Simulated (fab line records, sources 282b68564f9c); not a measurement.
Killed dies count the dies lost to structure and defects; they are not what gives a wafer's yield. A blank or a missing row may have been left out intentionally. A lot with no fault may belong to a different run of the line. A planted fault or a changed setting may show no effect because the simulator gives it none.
fab line records :: flow rit_cmos
[record]
  lots = 6
  wafers = 18
  last_day = 6
route steps=202 shown NWELL@29 PWELL@39 M1@202
lots untouched by any fault: they come from a run of this same line in which no faults occurred
start_h: start of the lot's first displayed wafer, in hours after the record's first day :: wait_h: how many hours have passed since the lot's step before this one :: " repeats the value in the row above :: L1.1+2: a single row standing in for several wafers :: - either no value or no given start :: * or withheld: withheld :: < > ~ a bound
route shown NAME@n: a module of which the file shows steps, and the number in the route of the first :: usual: the fault-free wafers' mean and standard deviation :: same: alike in all rows :: chamber/n: place in a boat :: sites: the reading at each site :: _std_site: the standard deviation of these :: _edge_site: mean of outer sites minus mean of inner sites :: radius_mm: how far each site lies from the wafer's centre :: mask NAME#n: copy n :: behind: tool/chamber where the wafer was last shaped :: hold: why the lot went on hold/how many hours it stayed there/how the hold came to an end :: device: whichever transistor did not switch (one of n, p or np) :: end of line: the tests these same wafers got at the end of their route :: a step given without rows: its recipe and nothing more :: killed: count of dies lost to structure and defects at first sort (not the wafer's yield) :: map: a wafer's dies, x killed, . not, _ none there
set.NAME: the setting that was run; set.NAME@STEP: the one run at that earlier step :: model.NAME: the simulator's own value behind a step, which no gauge read
lots at selected steps of the route; one table per step, one row per wafer
services: when a tool's chamber went out of use (start_h, in hours from the record's first day, below 0 if earlier), for how many hours, and the reason
[[steps]]
[step RIT_NWELL_COAT_01]
[recipe]
  resist = NOVOLAK
  spin_rpm = 2000
  resist_thk_nm = 1300
[step RIT_NWELL_SOFTBAKE_02]
[recipe]
  resist = NOVOLAK
  temp_c = 90
  time_s = 60
[step RIT_NWELL_EXPOSE_03]
[recipe]
  mask_id = M2
  na = 0.57
  target_cd_nm = 43900
  dose_mj = 250
[step RIT_NWELL_PEB_04]
[recipe]
  resist = NOVOLAK
  temp_c = withheld
  time_s = withheld
[step RIT_NWELL_DEVELOP_05]
[recipe]
  resist = NOVOLAK
  develop_time_s = 68
  dev_temp_c = 23
[step RIT_NWELL_OVL_MEAS_06]
[usual]
  NWELL_OVL = 0.5/1.3
lot.wafer: L588.1
tool: overlay-01
chamber: -
start_h: 60.25
wait_h: -
NWELL_OVL[nm]: 2.2

lot.wafer: L588.3
tool: overlay-01
chamber: -
start_h: 60.25
wait_h: -
NWELL_OVL[nm]: 2.0

lot.wafer: L588.6
tool: overlay-01
chamber: -
start_h: 60.25
wait_h: -
NWELL_OVL[nm]: 2.7

lot.wafer: L592.3
tool: overlay-01
chamber: -
start_h: 74.38
wait_h: -
NWELL_OVL[nm]: 1.8

lot.wafer: L592.4
tool: overlay-01
chamber: -
start_h: 74.38
wait_h: -
NWELL_OVL[nm]: 2.2

lot.wafer: L592.6
tool: overlay-01
chamber: -
start_h: 74.38
wait_h: -
NWELL_OVL[nm]: 1.2

lot.wafer: L593.1
tool: overlay-01
chamber: -
start_h: 80.80
wait_h: -
NWELL_OVL[nm]: 3.1

lot.wafer: L593.4
tool: overlay-01
chamber: -
start_h: 80.80
wait_h: -
NWELL_OVL[nm]: 2.5

lot.wafer: L593.5
tool: overlay-01
chamber: -
start_h: 80.80
wait_h: -
NWELL_OVL[nm]: 2.1

lot.wafer: L594.1
tool: overlay-02
chamber: -
start_h: 83.44
wait_h: -
NWELL_OVL[nm]: -0.9

lot.wafer: L594.3
tool: overlay-02
chamber: -
start_h: 83.44
wait_h: -
NWELL_OVL[nm]: -0.1

lot.wafer: L594.5
tool: overlay-02
chamber: -
start_h: 83.44
wait_h: -
NWELL_OVL[nm]: 1.5

lot.wafer: L598.1
tool: overlay-02
chamber: -
start_h: 102.57
wait_h: -
NWELL_OVL[nm]: 0.4

lot.wafer: L598.4
tool: overlay-02
chamber: -
start_h: 102.57
wait_h: -
NWELL_OVL[nm]: -0.9

lot.wafer: L598.5
tool: overlay-02
chamber: -
start_h: 102.57
wait_h: -
NWELL_OVL[nm]: 1.3

lot.wafer: L601.3
tool: overlay-01
chamber: -
start_h: 116.71
wait_h: -
NWELL_OVL[nm]: 0.9

lot.wafer: L601.4
tool: overlay-01
chamber: -
start_h: 116.71
wait_h: -
NWELL_OVL[nm]: 0.3

lot.wafer: L601.6
tool: overlay-01
chamber: -
start_h: 116.71
wait_h: -
NWELL_OVL[nm]: 2.0
[step RIT_NWELL_HARDBAKE_07]
[recipe]
  resist = NOVOLAK
  temp_c = 140
  time_s = 120
[step RIT_NWELL_IMPLANT_08]
[recipe]
  species = P
  energy_kev = 170
  dose_cm2 = 5e+13
  tilt_deg = 7
[step RIT_NWELL_STRIP_09]
[recipe]
  chemistry = O2
  time_s = 180
  resist = NOVOLAK
  platen_temp_c = withheld
  power_w = 500
  pressure_mtorr = 4000
  o2_flow_sccm = 4000
[usual]
  drypump_motor_current_A = 5.88/0.3
lot.wafer: L588.1
tool: plasma_asher-03
chamber: 0
start_h: 60.69
wait_h: 0.1
drypump_motor_current_A: 5.66
rf_hours_counter_h: 38

lot.wafer: L588.3
tool: plasma_asher-03
chamber: 1
start_h: 60.69
wait_h: 0.1
drypump_motor_current_A: 6.00
rf_hours_counter_h: -

lot.wafer: L588.6
tool: plasma_asher-03
chamber: 0
start_h: 60.69
wait_h: 0.1
drypump_motor_current_A: 5.66
rf_hours_counter_h: -

lot.wafer: L592.3
tool: plasma_asher-03
chamber: 0
start_h: 75.10
wait_h: 0.1
drypump_motor_current_A: 5.67
rf_hours_counter_h: -

lot.wafer: L592.4
tool: plasma_asher-03
chamber: 1
start_h: 75.10
wait_h: 0.1
drypump_motor_current_A: 5.97
rf_hours_counter_h: -

lot.wafer: L592.6
tool: plasma_asher-03
chamber: 1
start_h: 75.10
wait_h: 0.1
drypump_motor_current_A: 5.97
rf_hours_counter_h: -

lot.wafer: L593.1
tool: plasma_asher-02
chamber: 0
start_h: 81.23
wait_h: 0.1
drypump_motor_current_A: 6.34
rf_hours_counter_h: 30

lot.wafer: L593.4
tool: plasma_asher-02
chamber: 0
start_h: 81.23
wait_h: 0.1
drypump_motor_current_A: 6.36
rf_hours_counter_h: -

lot.wafer: L593.5
tool: plasma_asher-02
chamber: 1
start_h: 81.23
wait_h: 0.1
drypump_motor_current_A: 5.75
rf_hours_counter_h: -

lot.wafer: L594.1
tool: plasma_asher-02
chamber: 1
start_h: 83.88
wait_h: 0.1
drypump_motor_current_A: 5.69
rf_hours_counter_h: 30

lot.wafer: L594.3
tool: plasma_asher-02
chamber: 1
start_h: 83.88
wait_h: 0.1
drypump_motor_current_A: 5.65
rf_hours_counter_h: -

lot.wafer: L594.5
tool: plasma_asher-02
chamber: 0
start_h: 83.88
wait_h: 0.1
drypump_motor_current_A: 6.31
rf_hours_counter_h: -

lot.wafer: L598.1
tool: plasma_asher-02
chamber: 0
start_h: 103.00
wait_h: 0.1
drypump_motor_current_A: 6.40
rf_hours_counter_h: 33

lot.wafer: L598.4
tool: plasma_asher-02
chamber: 1
start_h: 103.00
wait_h: 0.1
drypump_motor_current_A: 5.66
rf_hours_counter_h: -

lot.wafer: L598.5
tool: plasma_asher-02
chamber: 1
start_h: 103.00
wait_h: 0.1
drypump_motor_current_A: 5.64
rf_hours_counter_h: -

lot.wafer: L601.3
tool: plasma_asher-02
chamber: 1
start_h: 117.19
wait_h: 0.1
drypump_motor_current_A: 5.66
rf_hours_counter_h: -

lot.wafer: L601.4
tool: plasma_asher-02
chamber: 0
start_h: 117.19
wait_h: 0.1
drypump_motor_current_A: 6.32
rf_hours_counter_h: -

lot.wafer: L601.6
tool: plasma_asher-02
chamber: 0
start_h: 117.19
wait_h: 0.1
drypump_motor_current_A: 6.33
rf_hours_counter_h: -
[step RIT_NWELL_TW_MEAS_10]
[usual]
  NWELL_TW = 2131/31
lot.wafer: L588.1
tool: film_metro-03
chamber: -
start_h: 60.86
wait_h: 0.1
NWELL_TW: 2183

lot.wafer: L588.3
tool: film_metro-03
chamber: -
start_h: 60.86
wait_h: 0.1
NWELL_TW: 2172

lot.wafer: L588.6
tool: film_metro-03
chamber: -
start_h: 60.86
wait_h: 0.1
NWELL_TW: 2188

lot.wafer: L592.3
tool: film_metro-01
chamber: -
start_h: 75.23
wait_h: 0.1
NWELL_TW: 2115

lot.wafer: L592.4
tool: film_metro-01
chamber: -
start_h: 75.23
wait_h: 0.1
NWELL_TW: 2129

lot.wafer: L592.6
tool: film_metro-01
chamber: -
start_h: 75.23
wait_h: 0.1
NWELL_TW: 2115

lot.wafer: L593.1
tool: film_metro-01
chamber: -
start_h: 81.41
wait_h: 0.1
NWELL_TW: 2110

lot.wafer: L593.4
tool: film_metro-01
chamber: -
start_h: 81.41
wait_h: 0.1
NWELL_TW: 2122

lot.wafer: L593.5
tool: film_metro-01
chamber: -
start_h: 81.41
wait_h: 0.1
NWELL_TW: 2113

lot.wafer: L594.1
tool: film_metro-01
chamber: -
start_h: 84.05
wait_h: 0.1
NWELL_TW: 2117

lot.wafer: L594.3
tool: film_metro-01
chamber: -
start_h: 84.05
wait_h: 0.1
NWELL_TW: 2115

lot.wafer: L594.5
tool: film_metro-01
chamber: -
start_h: 84.05
wait_h: 0.1
NWELL_TW: 2119

lot.wafer: L598.1
tool: film_metro-01
chamber: -
start_h: 103.18
wait_h: 0.1
NWELL_TW: 2129

lot.wafer: L598.4
tool: film_metro-01
chamber: -
start_h: 103.18
wait_h: 0.1
NWELL_TW: 2112

lot.wafer: L598.5
tool: film_metro-01
chamber: -
start_h: 103.18
wait_h: 0.1
NWELL_TW: 2124

lot.wafer: L601.3
tool: film_metro-03
chamber: -
start_h: 117.33
wait_h: 0.1
NWELL_TW: 2172

lot.wafer: L601.4
tool: film_metro-03
chamber: -
start_h: 117.33
wait_h: 0.1
NWELL_TW: 2175

lot.wafer: L601.6
tool: film_metro-03
chamber: -
start_h: 117.33
wait_h: 0.1
NWELL_TW: 2189
[step RIT_PWELL_HMDS_00]
[recipe]
  prime_time_s = 60
  prime_temp_c = 140
[step RIT_PWELL_COAT_01]
[recipe]
  resist = NOVOLAK
  spin_rpm = 2000
  resist_thk_nm = 1300
[step RIT_PWELL_SOFTBAKE_02]
[recipe]
  resist = NOVOLAK
  temp_c = 90
  time_s = 60
[usual]
  heater_power_total_W = 34.56/0.047
  run_length_s = 89.11/0.26
lot.wafer: L588.1
tool: litho_track-01
chamber: 0
start_h: 61.22
wait_h: 0.1
heater_power_total_W: 34.56
run_length_s: 88.96

lot.wafer: L588.3
tool: litho_track-01
chamber: 0
start_h: 61.22
wait_h: 0.1
heater_power_total_W: 34.54
run_length_s: 89.14

lot.wafer: L588.6
tool: litho_track-01
chamber: 0
start_h: 61.22
wait_h: 0.1
heater_power_total_W: 34.53
run_length_s: 89.01

lot.wafer: L592.3
tool: litho_track-01
chamber: 0
start_h: 75.62
wait_h: 0.1
heater_power_total_W: 36.68
run_length_s: 77.66

lot.wafer: L592.4
tool: litho_track-01
chamber: 0
start_h: 75.62
wait_h: 0.1
heater_power_total_W: 36.65
run_length_s: 77.64

lot.wafer: L592.6
tool: litho_track-01
chamber: 0
start_h: 75.62
wait_h: 0.1
heater_power_total_W: 36.61
run_length_s: 77.69

lot.wafer: L593.1
tool: litho_track-01
chamber: 0
start_h: 81.77
wait_h: 0.1
heater_power_total_W: 36.60
run_length_s: 77.81

lot.wafer: L593.4
tool: litho_track-01
chamber: 0
start_h: 81.77
wait_h: 0.1
heater_power_total_W: 36.60
run_length_s: 77.84

lot.wafer: L593.5
tool: litho_track-01
chamber: 0
start_h: 81.77
wait_h: 0.1
heater_power_total_W: 36.67
run_length_s: 77.75

lot.wafer: L594.1
tool: litho_track-03
chamber: 0
start_h: 84.41
wait_h: 0.1
heater_power_total_W: 34.47
run_length_s: 89.42

lot.wafer: L594.3
tool: litho_track-03
chamber: 0
start_h: 84.41
wait_h: 0.1
heater_power_total_W: 34.52
run_length_s: 89.43

lot.wafer: L594.5
tool: litho_track-03
chamber: 0
start_h: 84.41
wait_h: 0.1
heater_power_total_W: 34.61
run_length_s: 89.39

lot.wafer: L598.1
tool: litho_track-03
chamber: 0
start_h: 103.54
wait_h: 0.1
heater_power_total_W: 34.50
run_length_s: 89.40

lot.wafer: L598.4
tool: litho_track-03
chamber: 0
start_h: 103.54
wait_h: 0.1
heater_power_total_W: 34.59
run_length_s: 89.50

lot.wafer: L598.5
tool: litho_track-03
chamber: 0
start_h: 103.54
wait_h: 0.1
heater_power_total_W: 34.54
run_length_s: 89.42

lot.wafer: L601.3
tool: litho_track-03
chamber: 0
start_h: 117.72
wait_h: 0.1
heater_power_total_W: 34.49
run_length_s: 89.63

lot.wafer: L601.4
tool: litho_track-03
chamber: 0
start_h: 117.72
wait_h: 0.1
heater_power_total_W: 34.60
run_length_s: 89.47

lot.wafer: L601.6
tool: litho_track-03
chamber: 0
start_h: 117.72
wait_h: 0.1
heater_power_total_W: 34.58
run_length_s: 89.49
[step RIT_PWELL_EXPOSE_03]
[recipe]
  mask_id = M3
  na = 0.57
  target_cd_nm = 43700
  dose_mj = 250
[step RIT_M1_PROBE_99]
[usual]
  killed_at_front_end = 7/3.2
  killed_dies = 7/3.2
  killed_open = 3.6/2.1
  killed_short = 3.5/2
[same]
  gross_dies = 264
  killed_at_M0_to_M3 = 0
  killed_at_M4_up = 0
  killed_at_back_side = 0
  killed_at_contacts = 0
  killed_at_other = 0
lot.wafer: L588.1
tool: prober-01
chamber: -
start_h: 98.57
wait_h: 0.1
killed_at_front_end: 15
killed_dies: 15
killed_open: 10
killed_short: 5

lot.wafer: L588.3
tool: prober-01
chamber: -
start_h: 98.67
wait_h: 0.2
killed_at_front_end: 13
killed_dies: 13
killed_open: 10
killed_short: 3

lot.wafer: L588.6
tool: prober-01
chamber: -
start_h: 98.82
wait_h: 0.2
killed_at_front_end: 13
killed_dies: 13
killed_open: 10
killed_short: 3

lot.wafer: L592.3
tool: prober-01
chamber: -
start_h: 113.19
wait_h: 0.2
killed_at_front_end: 5
killed_dies: 5
killed_open: 4
killed_short: 1

lot.wafer: L592.4
tool: prober-01
chamber: -
start_h: 113.24
wait_h: 0.2
killed_at_front_end: 11
killed_dies: 11
killed_open: 6
killed_short: 5

lot.wafer: L592.6
tool: prober-01
chamber: -
start_h: 113.34
wait_h: 0.2
killed_at_front_end: 5
killed_dies: 5
killed_open: 3
killed_short: 2

lot.wafer: L593.1
tool: prober-02
chamber: -
start_h: 118.63
wait_h: 0.1
killed_at_front_end: 13
killed_dies: 13
killed_open: 8
killed_short: 5

lot.wafer: L593.4
tool: prober-02
chamber: -
start_h: 118.78
wait_h: 0.2
killed_at_front_end: 5
killed_dies: 5
killed_open: 2
killed_short: 3

lot.wafer: L593.5
tool: prober-02
chamber: -
start_h: 118.83
wait_h: 0.2
killed_at_front_end: 7
killed_dies: 7
killed_open: 4
killed_short: 3

lot.wafer: L594.1
tool: prober-01
chamber: -
start_h: 121.37
wait_h: 0.1
killed_at_front_end: 8
killed_dies: 8
killed_open: 4
killed_short: 4

lot.wafer: L594.3
tool: prober-01
chamber: -
start_h: 121.47
wait_h: 0.2
killed_at_front_end: 8
killed_dies: 8
killed_open: 2
killed_short: 6

lot.wafer: L594.5
tool: prober-01
chamber: -
start_h: 121.57
wait_h: 0.2
killed_at_front_end: 6
killed_dies: 6
killed_open: 3
killed_short: 3

lot.wafer: L598.1
tool: prober-01
chamber: -
start_h: 139.76
wait_h: 0.1
killed_at_front_end: 8
killed_dies: 8
killed_open: 6
killed_short: 2

lot.wafer: L598.4
tool: prober-01
chamber: -
start_h: 139.91
wait_h: 0.2
killed_at_front_end: 7
killed_dies: 7
killed_open: 4
killed_short: 3

lot.wafer: L598.5
tool: prober-01
chamber: -
start_h: 139.96
wait_h: 0.2
killed_at_front_end: 7
killed_dies: 7
killed_open: 4
killed_short: 3

lot.wafer: L601.3
tool: prober-02
chamber: -
start_h: 152.68
wait_h: 0.2
killed_at_front_end: 12
killed_dies: 12
killed_open: 7
killed_short: 5

lot.wafer: L601.4
tool: prober-02
chamber: -
start_h: 152.73
wait_h: 0.2
killed_at_front_end: 10
killed_dies: 10
killed_open: 2
killed_short: 8

lot.wafer: L601.6
tool: prober-02
chamber: -
start_h: 152.83
wait_h: 0.2
killed_at_front_end: 10
killed_dies: 10
killed_open: 6
killed_short: 4
// killed by level:class
L588.1 GATE:geometric_particle:open=4 GATE:geometric_particle:short=3 FOX2:geometric_particle:open=2 SPACER:geometric_particle:open=2 REOX:geometric_particle:open=1 SPACER:geometric_particle:short=1 SILICIDE:geometric_particle:open=1 SILICIDE:geometric_particle:short=1
L588.3 GATE:geometric_particle:open=5 FOX1:geometric_particle:open=2 FOX1:geometric_particle:short=1 FOX2:geometric_particle:open=1 GATE:geometric_particle:short=1 REOX:geometric_particle:open=1 SPACER:geometric_particle:open=1 SILICIDE:geometric_particle:short=1
L588.6 FOX2:geometric_particle:open=3 FOX1:geometric_particle:open=2 REOX:geometric_particle:open=2 SILICIDE:geometric_particle:short=2 FOX1:geometric_particle:short=1 GATE:geometric_particle:open=1 SPACER:geometric_particle:open=1 SILICIDE:geometric_particle:open=1
L592.3 GATE:geometric_particle:open=3 GATE:geometric_particle:short=1 REOX:geometric_particle:open=1
L592.4 GATE:geometric_particle:open=4 GATE:geometric_particle:short=4 FOX1:geometric_particle:open=2 FOX2:geometric_particle:short=1
L592.6 FOX1:geometric_particle:open=1 FOX2:geometric_particle:open=1 GATE:geometric_particle:short=1 GATE:geometric_particle:open=1 REOX:geometric_particle:short=1
L593.1 REOX:geometric_particle:open=3 GATE:geometric_particle:open=2 SILICIDE:geometric_particle:short=2 FOX1:geometric_particle:open=1 FOX1:geometric_particle:short=1 FOX2:geometric_particle:open=1 FOX2:geometric_particle:short=1 GATE:geometric_particle:short=1
L593.4 FOX1:geometric_particle:short=1 FOX2:geometric_particle:short=1 GATE:geometric_particle:open=1 SPACER:geometric_particle:short=1 SILICIDE:geometric_particle:open=1
L593.5 REOX:geometric_particle:short=2 FOX1:geometric_particle:open=1 GATE:geometric_particle:open=1 GATE:geometric_particle:short=1 REOX:geometric_particle:open=1 SPACER:geometric_particle:open=1
L594.1 GATE:geometric_particle:open=3 SPACER:geometric_particle:short=3 GATE:geometric_particle:short=1 SPACER:geometric_particle:open=1
L594.3 GATE:geometric_particle:open=2 SPACER:geometric_particle:short=2 SILICIDE:geometric_particle:short=2 FOX1:geometric_particle:short=1 FOX2:geometric_particle:short=1
L594.5 GATE:geometric_particle:short=2 GATE:geometric_particle:open=2 FOX1:geometric_particle:open=1 FOX2:geometric_particle:short=1
L598.1 GATE:geometric_particle:open=2 REOX:geometric_particle:open=2 FOX1:geometric_particle:short=1 FOX1:geometric_particle:open=1 GATE:geometric_particle:short=1 SILICIDE:geometric_particle:open=1
L598.4 GATE:geometric_particle:short=2 GATE:geometric_particle:open=2 FOX1:geometric_particle:open=1 REOX:geometric_particle:short=1 REOX:geometric_particle:open=1
L598.5 GATE:geometric_particle:open=2 GATE:geometric_particle:short=2 REOX:geometric_particle:short=1 SPACER:geometric_particle:open=1 SILICIDE:geometric_particle:open=1
L601.3 GATE:geometric_particle:open=3 FOX1:geometric_particle:open=2 FOX2:geometric_particle:short=2 GATE:geometric_particle:short=2 FOX2:geometric_particle:open=1 SPACER:geometric_particle:short=1 SPACER:geometric_particle:open=1
L601.4 GATE:geometric_particle:short=4 FOX1:geometric_particle:short=2 FOX2:geometric_particle:open=2 FOX2:geometric_particle:short=1 SILICIDE:geometric_particle:short=1
L601.6 SPACER:geometric_particle:open=3 FOX2:geometric_particle:short=2 FOX1:geometric_particle:open=1 GATE:geometric_particle:short=1 GATE:geometric_particle:open=1 SILICIDE:geometric_particle:short=1 SILICIDE:geometric_particle:open=1
[[services]]
tool: plasma_asher-03
chamber: -
start_h: 43.92
hours: 2.2
kind: repair
[[key]]
[first_sign]
  step = RIT_PWELL_SOFTBAKE_02
  reading = run_length_s
  direction = down
  sigmas = 44
  usual = *
  struck = *
[effect]
  step = RIT_PWELL_SOFTBAKE_02
  reading = heater_power_total_W
  direction = up
  sigmas = 44
  usual = 34.56
  struck = 36.63
met_at RIT_PWELL_SOFTBAKE_02
struck_wafers L592.3,L592.4,L592.6,L593.1,L593.4,L593.5
tester_left_out L592,L593
onset_between 61.22 75.62
[fault]
  kind = process_parameter_drift
  tool = litho_track-01
  chamber = -
  onset_h = 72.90
  steps = RIT_PWELL_SOFTBAKE_02
  channel = time_s
  offset = *
  shape = step
  end_h = 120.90
  acts_in = *
  stated = *
// tester_left_out: of these lots the tester's yield and bins aren't shown, on N5 and GAA mostly nor the transistor test; their killed dies are dies lost to structure and defects alone, not to doping, threshold or leakage, so they don't give the yield
